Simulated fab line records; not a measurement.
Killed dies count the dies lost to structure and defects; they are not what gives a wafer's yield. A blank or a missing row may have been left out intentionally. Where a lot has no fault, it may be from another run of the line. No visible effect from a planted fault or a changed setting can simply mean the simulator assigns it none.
One fault through the eyes of 2 desks ; flow berkeley cmos170 ; every desk sees just its own numbers, and what lay behind them comes last

== FROM THE METROLOGY DESK ==
What the gauges read, lot by lot, whatever tool the lot ran on: means of the sampled wafers that have a number. The brackets show how far a lot's mean lies from the usual mean; more than 4 standard deviations puts the lot out of limits, marked OUT.
Columns: A = PWELL_OXIDE_THK at UCB170_PWELL_THK_MEAS_03, usual 26.4 nm; B = cd nm at UCB170_GATE_CD_MEAS_90, usual 349.8 nm; C = M1_AL_RS at UCB170_M1_RS_MEAS_01, usual 0.0487 ohm/sq; D = M1_AL_THK at UCB170_M1_THK_MEAS_02, usual 606 nm
lot;first seen here;A;B;C;D
L821;day 2 23:46;26.4;347.3;0.0485;609
L824;day 3 15:59;26.2;347.3;0.0488;605
L825;day 3 15:59;26.4;350.1;0.0491;606
L826;day 4 00:31;26.7;349.1;0.0483;611
L827;day 4 12:56;26.6;349.0;0.0487;608
L829;day 4 12:56;26.3;349.8;0.0479;612
L830;day 4 20:47;25.8;349.4;0.0500;592
L833;day 5 06:43;25.2;352.1;0.0484;611
L834;day 5 16:10;26.2;351.3;0.0485;609
L835;day 5 23:08;26.5;348.0;0.0481;607
L836;day 6 04:50;26.1;348.3;0.0488;601
L837;day 6 04:51;26.5;350.9;0.0481;610
L841;day 7 04:38;26.3;349.0;0.0635 (+27) OUT;467 (-21) OUT
L844;day 7 19:18;26.5;354.3;0.0630 (+26) OUT;472 (-20) OUT
Per this desk, out of limits: L841, L844; the first was L841, day 12 18:27 (M1_AL_RS at UCB170_M1_RS_MEAS_01). L821, L824, L825, L826, L827, L829, L830, L833, L834, L835, L836, L837: within limits.

== DESK OF THE TOOL OWNER: pvd sputter-03 ==
The tool's own readings at UCB170_M1_SPUTTER_00 (material Al, target thk 600 nm, time 80 s): means of the sampled wafers that have a number, for each lot that ran on this tool. The brackets show how far a lot's mean lies from the usual mean; more than 4 standard deviations puts the lot out of limits, marked OUT.
Columns: A = throttle valve pct at UCB170_M1_SPUTTER_00, usual 30.0 %
lot;first seen here;A
L826;day 8 17:24;30.2
L824;day 8 22:21;29.0
L829;day 9 18:34;29.9
L827;day 9 20:53;29.7
L833;day 10 00:47;29.2
L835;day 11 02:01;30.4
L836;day 11 09:32;29.9
L841;day 12 18:23;29.6
L844;day 12 21:51;29.9
This desk's verdict: no lot among the 9 shows anything out of limits.

== TAKEN TOGETHER ==
At day 12 18:27 the metrology desk could have sounded an alarm, on L841, L844.
Nothing out of limits was seen by the tool owner's desk.
On record at the tool owner's desk: L841, L844, within its limits.
On pvd sputter-03, each named lot ran UCB170_M1_SPUTTER_00.

== WHAT WAS PUT IN BY THE SIMULATOR ==
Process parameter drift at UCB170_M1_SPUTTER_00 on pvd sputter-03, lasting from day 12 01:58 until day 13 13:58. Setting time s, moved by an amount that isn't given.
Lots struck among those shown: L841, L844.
Delay in hours, fault start to first out-of-limits reading, per desk: metrology desk 16.
